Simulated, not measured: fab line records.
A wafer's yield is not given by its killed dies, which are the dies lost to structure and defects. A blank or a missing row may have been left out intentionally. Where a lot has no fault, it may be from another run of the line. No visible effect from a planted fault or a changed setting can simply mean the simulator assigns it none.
fab line records -- flow ritCmos
record lots=6, wafers=18, lastDay=6
route steps=202 shown GATE@83 M1@202
lots with no fault: from the same line, run without faults
startH: hours from the record's first day to the start of the lot's first wafer shown -- waitH: how many hours have passed since the lot's step before this one -- " same as the row above -- L1.1+2: one row covering several wafers at once -- - no value, or no start was given -- * or withheld: withheld -- < > ~ a bound
route shown NAME@n: a module of which the file shows steps, and the number in the route of the first -- usual: mean/standard deviation taken from wafers without a fault -- same: alike in all rows -- chamber/n: place in a boat -- sites: per-site readings -- _std_site: how widely they spread, as a standard deviation -- _edge_site: the outer-site mean with the inner-site mean subtracted -- radiusMm: for every site, how far away it sits from the centre of the wafer -- mask NAME#n: copy n -- behind: the tool/chamber that last shaped the wafer -- hold: cause of the lot's hold/its duration in hours/its outcome -- device: which transistor (n, p or np) failed to switch -- end of line: at the end of the route, the tests of the same wafers -- step lacking rows: just its recipe -- killed: not the wafer's yield, but the dies lost to structure and defects at the first sort -- map: dies across one wafer; x = killed, . = not, _ = none there
set.NAME: the setting the step ran with; set.NAME@STEP: the setting that earlier step ran with -- model.NAME: the simulator's own value behind a step, which no gauge read
a table for each step, a row for each wafer; lots at some steps of the route
services: a tool's chamber out of use, with start hour (startH, from the record's first day; less than 0 if before it), hours out, and reason
## steps
# step RIT_GATE_THK_MEAS_07
# recipe reads=SiO2_of_GATE_OXIDATION_05
# usual GATE_OXIDE_THK=2.99/0.084
lot.wafer,tool,chamber,startH,waitH,GATE_OXIDE_THK[nm]
L186.1,filmMetro-01,-,68.05,0.0,3.06
L186.2,filmMetro-01,-,68.05,0.0,3.12
L186.6,filmMetro-01,-,68.05,0.0,3.01
L189.3,filmMetro-03,-,84.43,0.0,2.88
L189.4,filmMetro-03,-,84.43,0.0,2.84
L189.6,filmMetro-03,-,84.43,0.0,2.89
L194.2,filmMetro-04,-,108.39,0.0,2.96
L194.3,filmMetro-04,-,108.39,0.0,2.91
L194.5,filmMetro-04,-,108.39,0.0,2.93
L195.1,filmMetro-03,-,113.64,0.0,2.87
L195.5,filmMetro-03,-,113.64,0.0,2.89
L195.6,filmMetro-03,-,113.64,0.0,2.90
L196.4,filmMetro-04,-,118.59,0.0,3.02
L196.5,filmMetro-04,-,118.59,0.0,2.99
L196.6,filmMetro-04,-,118.59,0.0,2.92
L197.2,filmMetro-01,-,124.43,0.0,2.85
L197.3,filmMetro-01,-,124.43,0.0,2.92
L197.4,filmMetro-01,-,124.43,0.0,2.94
# step RIT_GATE_CVD_08
# recipe material=poly-Si, targetThkNm=250, tempC=610, precursor=SiH4, timeS=2220, pressureMtorr=300, sih4FlowSccm=100
# step RIT_GATE_THK_MEAS_09
# recipe reads=poly-Si_of_GATE_CVD_08
# usual GATE_POLY_THK=249.1/2.1
lot.wafer,tool,chamber,startH,waitH,GATE_POLY_THK[nm]
L186.1,filmMetro-01,-,69.73,0.0,249.6
L186.2,filmMetro-01,-,69.73,0.0,248.2
L186.6,filmMetro-01,-,69.73,0.0,249.2
L189.3,filmMetro-01,-,86.11,0.0,246.4
L189.4,filmMetro-01,-,86.11,0.0,247.8
L189.6,filmMetro-01,-,86.11,0.0,248.7
L194.2,filmMetro-04,-,110.06,0.0,251.3
L194.3,filmMetro-04,-,110.06,0.0,248.9
L194.5,filmMetro-04,-,110.06,0.0,254.4
L195.1,filmMetro-04,-,115.31,0.0,251.1
L195.5,filmMetro-04,-,115.31,0.0,251.8
L195.6,filmMetro-04,-,115.31,0.0,253.5
L196.4,filmMetro-04,-,122.09,0.0,249.2
L196.5,filmMetro-04,-,122.09,0.0,252.2
L196.6,filmMetro-04,-,122.09,0.0,252.4
L197.2,filmMetro-04,-,126.10,0.0,249.1
L197.3,filmMetro-04,-,126.10,0.0,246.2
L197.4,filmMetro-04,-,126.10,0.0,247.8
# step RIT_GATE_HMDS_10
# recipe primeTimeS=60, primeTempC=140
# step RIT_GATE_COAT_11
# recipe resist=NOVOLAK, spinRpm=4250, resistThkNm=850
# step RIT_GATE_SOFTBAKE_12
# recipe resist=NOVOLAK, tempC=90, timeS=60
# step RIT_GATE_EXPOSE_13
# recipe maskId=M6, na=0.6, sourceShape=conventional, sigmaOuter=0.6, targetCdNm=150, doseMj=380
# step RIT_GATE_PEB_14
# recipe resist=NOVOLAK, tempC=withheld, timeS=withheld
# step RIT_GATE_DEVELOP_15
# recipe resist=NOVOLAK, developTimeS=50, devTempC=23
# step RIT_GATE_CD_MEAS_16
# recipe targetCdNm=150
# usual cdNm=151.5/2.4
lot.wafer,tool,chamber,startH,waitH,cdNm
L186.1,cdSem-02,-,70.76,-,153.5
L186.2,cdSem-02,-,70.76,-,153.9
L186.6,cdSem-02,-,70.76,-,153.3
L189.3,cdSem-01,-,87.04,-,148.8
L189.4,cdSem-01,-,87.04,-,153.0
L189.6,cdSem-01,-,87.04,-,150.0
L194.2,cdSem-01,-,110.98,-,154.1
L194.3,cdSem-01,-,110.98,-,151.3
L194.5,cdSem-01,-,110.98,-,153.5
L195.1,cdSem-01,-,116.44,-,150.1
L195.5,cdSem-01,-,116.44,-,150.7
L195.6,cdSem-01,-,116.44,-,151.0
L196.4,cdSem-01,-,123.23,-,148.9
L196.5,cdSem-01,-,123.23,-,149.2
L196.6,cdSem-01,-,123.23,-,149.9
L197.2,cdSem-01,-,127.15,-,150.4
L197.3,cdSem-01,-,127.15,-,149.2
L197.4,cdSem-01,-,127.15,-,149.0
# step RIT_GATE_OVL_MEAS_17
# usual GATE_OVL=-0.4/1.2
lot.wafer,tool,chamber,startH,waitH,GATE_OVL[nm]
L186.1,overlay-02,-,70.88,0.1,0.2
L186.2,overlay-02,-,70.88,0.1,-0.4
L186.6,overlay-02,-,70.88,0.1,-3.0
L189.3,overlay-01,-,87.13,0.1,1.9
L189.4,overlay-01,-,87.13,0.1,-0.6
L189.6,overlay-01,-,87.13,0.1,-2.3
L194.2,overlay-02,-,111.09,0.1,0.6
L194.3,overlay-02,-,111.09,0.1,-2.2
L194.5,overlay-02,-,111.09,0.1,-0.3
L195.1,overlay-01,-,116.56,0.1,2.8
L195.5,overlay-01,-,116.56,0.1,-0.2
L195.6,overlay-01,-,116.56,0.1,0.2
L196.4,overlay-01,-,123.31,0.1,1.3
L196.5,overlay-01,-,123.31,0.1,-0.3
L196.6,overlay-01,-,123.31,0.1,-0.6
L197.2,overlay-01,-,127.25,0.1,-0.2
L197.3,overlay-01,-,127.25,0.1,0.8
L197.4,overlay-01,-,127.25,0.1,-0.4
# step RIT_GATE_HARDBAKE_18
# recipe resist=NOVOLAK, tempC=140, timeS=60
# step RIT_GATE_ETCH_19
# recipe chemistry=SF6/CHF3/O2, timeS=161.2, SF6_flow_sccm=30, CHF3_flow_sccm=30, O2_flow_sccm=5, target=poly-Si, pressureMtorr=40, rfW=160, targetDepthA=3125, overEtchFrac=0.25, stopOn=SiO2
# usual drypumpMotorCurrentA=5.7/0.59, oesProductAu=0.859/0.016, overEtchFrac=0.25/0, throttleValvePct=10.17/0.17
lot.wafer,tool,chamber,startH,waitH,drypumpMotorCurrentA,oesProductAu,overEtchFrac,rfHoursCounterH,throttleValvePct
L186.1,rieSi-01,2,71.07,0.1,6.1,0.856,0.25,100,10.12
L186.2,rieSi-01,1,71.07,0.1,5.1,0.833,0.25,85,10.51
L186.6,rieSi-01,1,71.07,0.1,5.1,0.827,0.25,-,10.51
L189.3,rieSi-02,3,87.31,0.1,5.8,0.864,0.25,124,10.26
L189.4,rieSi-02,1,87.31,0.1,5.5,0.878,0.25,50,9.96
L189.6,rieSi-02,3,87.31,0.1,5.8,0.861,0.25,-,10.26
L194.2,rieSi-01,0,111.27,0.1,5.6,0.883,0.25,146,10.04
L194.3,rieSi-01,2,111.27,0.1,6.1,0.846,0.25,101,10.10
L194.5,rieSi-01,1,111.27,0.1,5.1,0.848,0.25,-,10.52
L195.1,rieSi-02,1,116.75,0.1,5.5,0.879,0.25,50,9.96
L195.5,rieSi-02,2,116.75,0.1,6.5,0.889,0.21933,-,10.15
L195.6,rieSi-02,3,116.75,0.1,5.8,0.872,0.25,-,10.27
L196.4,rieSi-01,0,123.48,0.1,5.6,0.873,0.25,146,10.03
L196.5,rieSi-01,1,123.48,0.1,5.1,0.831,0.25,-,10.51
L196.6,rieSi-01,0,123.48,0.1,5.6,0.889,0.25,-,10.02
L197.2,rieSi-02,1,127.43,0.1,5.6,0.870,0.25,50,9.95
L197.3,rieSi-02,2,127.43,0.1,6.5,0.879,0.21933,108,10.14
L197.4,rieSi-02,3,127.43,0.1,5.8,0.855,0.25,125,10.28
# step RIT_GATE_STRIP_20
# recipe chemistry=O2, timeS=180, resist=NOVOLAK, platenTempC=withheld, powerW=500, pressureMtorr=4000, o2FlowSccm=4000
# usual drypumpMotorCurrentA=5.4/0.58
lot.wafer,tool,chamber,startH,waitH,drypumpMotorCurrentA,rfHoursCounterH
L186.1,plasmaAsher-03,1,71.18,0.1,5.4,37
L186.2,plasmaAsher-03,0,71.18,0.1,5.4,37
L186.6,plasmaAsher-03,1,71.18,0.1,5.4,-
L189.3,plasmaAsher-02,0,87.47,0.1,4.7,-
L189.4,plasmaAsher-02,1,87.47,0.1,5.5,-
L189.6,plasmaAsher-02,1,87.47,0.1,5.5,-
L194.2,plasmaAsher-02,0,111.38,0.1,4.7,33
L194.3,plasmaAsher-02,0,111.38,0.1,4.7,-
L194.5,plasmaAsher-02,0,111.38,0.1,4.7,-
L195.1,plasmaAsher-04,1,116.86,0.1,4.8,51
L195.5,plasmaAsher-04,0,116.86,0.1,6.3,-
L195.6,plasmaAsher-04,1,116.86,0.1,4.9,-
L196.4,plasmaAsher-03,1,123.64,0.1,5.4,-
L196.5,plasmaAsher-03,0,123.64,0.1,5.4,-
L196.6,plasmaAsher-03,1,123.64,0.1,5.4,-
L197.2,plasmaAsher-02,1,127.54,0.1,5.5,35
L197.3,plasmaAsher-02,0,127.54,0.1,4.7,-
L197.4,plasmaAsher-02,1,127.54,0.1,5.5,-
# step RIT_M1_PROBE_99
# usual killedAtFrontEnd=7/3.1, killedDies=7/3.1, killedOpen=3.5/1.9, killedShort=3.6/2.1
# same grossDies=264, killed_at_M0_to_M3=0, killed_at_M4_up=0, killedAtBackSide=0, killedAtContacts=0, killedAtOther=0
lot.wafer,tool,chamber,startH,waitH,killedAtFrontEnd,killedDies,killedOpen,killedShort
L186.1,prober-01,-,90.90,0.1,2,2,0,2
L186.2,prober-01,-,90.95,0.1,10,10,3,7
L186.6,prober-01,-,91.15,0.2,5,5,3,2
L189.3,prober-02,-,107.28,0.2,5,5,2,3
L189.4,prober-02,-,107.33,0.2,2,2,0,2
L189.6,prober-02,-,107.43,0.2,11,11,6,5
L194.2,prober-01,-,133.98,0.1,14,14,7,7
L194.3,prober-01,-,134.03,0.2,10,10,5,5
L194.5,prober-01,-,134.13,0.2,5,5,1,4
L195.1,prober-02,-,137.40,0.1,7,7,7,0
L195.5,prober-02,-,137.60,0.2,5,5,4,1
L195.6,prober-02,-,137.65,0.2,4,4,2,2
L196.4,prober-01,-,143.59,0.2,7,7,3,4
L196.5,prober-01,-,143.64,0.2,5,5,2,3
L196.6,prober-01,-,143.69,0.2,16,16,8,8
L197.2,prober-02,-,148.72,0.1,11,11,7,4
L197.3,prober-02,-,148.77,0.2,10,10,6,4
L197.4,prober-02,-,148.82,0.2,16,16,5,11
# killed by level:class
L186.1 FOX2:geometricParticle:short=1 SPACER:geometricParticle:short=1
L186.2 SPACER:geometricParticle:short=4 GATE:geometricParticle:open=2 SILICIDE:geometricParticle:short=2 GATE:geometricParticle:short=1 SILICIDE:geometricParticle:open=1
L186.6 REOX:geometricParticle:short=2 REOX:geometricParticle:open=1 SPACER:geometricParticle:open=1 SILICIDE:geometricParticle:open=1
L189.3 GATE:geometricParticle:short=2 FOX1:geometricParticle:short=1 FOX2:geometricParticle:open=1 GATE:geometricParticle:open=1
L189.4 FOX1:geometricParticle:short=1 SILICIDE:geometricParticle:short=1
L189.6 GATE:geometricParticle:open=5 REOX:geometricParticle:short=2 FOX1:geometricParticle:short=1 FOX1:geometricParticle:open=1 FOX2:geometricParticle:short=1 SPACER:geometricParticle:short=1
L194.2 GATE:geometricParticle:open=3 FOX2:geometricParticle:short=2 GATE:geometricParticle:short=2 SPACER:geometricParticle:short=2 FOX1:geometricParticle:open=1 REOX:geometricParticle:short=1 REOX:geometricParticle:open=1 SPACER:geometricParticle:open=1
L194.3 SILICIDE:geometricParticle:open=4 REOX:geometricParticle:short=2 SILICIDE:geometricParticle:short=2 GATE:geometricParticle:short=1 GATE:geometricParticle:open=1
L194.5 FOX1:geometricParticle:short=2 SPACER:geometricParticle:short=2 GATE:geometricParticle:open=1
L195.1 FOX1:geometricParticle:open=3 SILICIDE:geometricParticle:open=3 GATE:geometricParticle:open=1
L195.5 GATE:geometricParticle:open=2 FOX1:geometricParticle:open=1 FOX2:geometricParticle:open=1 SILICIDE:geometricParticle:short=1
L195.6 GATE:geometricParticle:open=2 FOX1:geometricParticle:short=1 GATE:geometricParticle:short=1
L196.4 GATE:geometricParticle:open=2 GATE:geometricParticle:short=2 SILICIDE:geometricParticle:short=2 REOX:geometricParticle:open=1
L196.5 FOX1:geometricParticle:short=2 FOX1:geometricParticle:open=1 SPACER:geometricParticle:open=1 SILICIDE:geometricParticle:short=1
L196.6 GATE:geometricParticle:open=5 GATE:geometricParticle:short=5 FOX1:geometricParticle:short=1 FOX1:geometricParticle:open=1 FOX2:geometricParticle:short=1 FOX2:geometricParticle:open=1 SPACER:geometricParticle:open=1 SILICIDE:geometricParticle:short=1
L197.2 REOX:geometricParticle:open=3 GATE:geometricParticle:open=2 SPACER:geometricParticle:short=2 SILICIDE:geometricParticle:open=2 GATE:geometricParticle:short=1 REOX:geometricParticle:short=1
L197.3 GATE:geometricParticle:short=3 GATE:geometricParticle:open=2 SPACER:geometricParticle:open=2 SILICIDE:geometricParticle:open=2 FOX1:geometricParticle:short=1
L197.4 GATE:geometricParticle:short=7 REOX:geometricParticle:open=3 GATE:geometricParticle:open=2 REOX:geometricParticle:short=2 SPACER:geometricParticle:short=1 SILICIDE:geometricParticle:short=1
## services
tool,chamber,startH,hours,kind
plasmaAsher-02,-,50.59,2.3,repair
plasmaAsher-02,-,77.20,0.7,repair
plasmaAsher-02,-,78.69,1.6,repair
plasmaAsher-03,-,79.26,1.9,repair
rieSi-01,0,79.52,6.4,repair
plasmaAsher-02,-,88.25,2.5,repair
rieSi-02,0,96.69,9.1,repair
rieSi-01,2,99.90,4.3,repair
plasmaAsher-03,-,108.75,9.0,pm
plasmaAsher-03,0,108.75,9.0,ventCycle
plasmaAsher-03,1,108.75,9.0,ventCycle
plasmaAsher-03,0,117.75,-,clean
plasmaAsher-03,1,117.75,-,clean
## key
firstSign step=RIT_GATE_ETCH_19, reading=overEtchFrac, direction=down, sigmas=99+, usual=0.25, struck=0.21933
effect none on later readings
metAt RIT_GATE_ETCH_19
struckWafers L195.5,L197.3
testerLeftOut L195,L197
fault kind=processParameterDrift, tool=rieSi-02, chamber=2, onsetH=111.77, steps=RIT_GATE_ETCH_19, channel=overEtchFrac, offset=-0.030673, shape=step, endH=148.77, stated=0.25
# testerLeftOut: of these lots the tester's yield and bins aren't shown, on N5 and GAA mostly nor the transistor test; their killed dies are dies lost to structure and defects alone, not to doping, threshold or leakage, so they don't give the yield
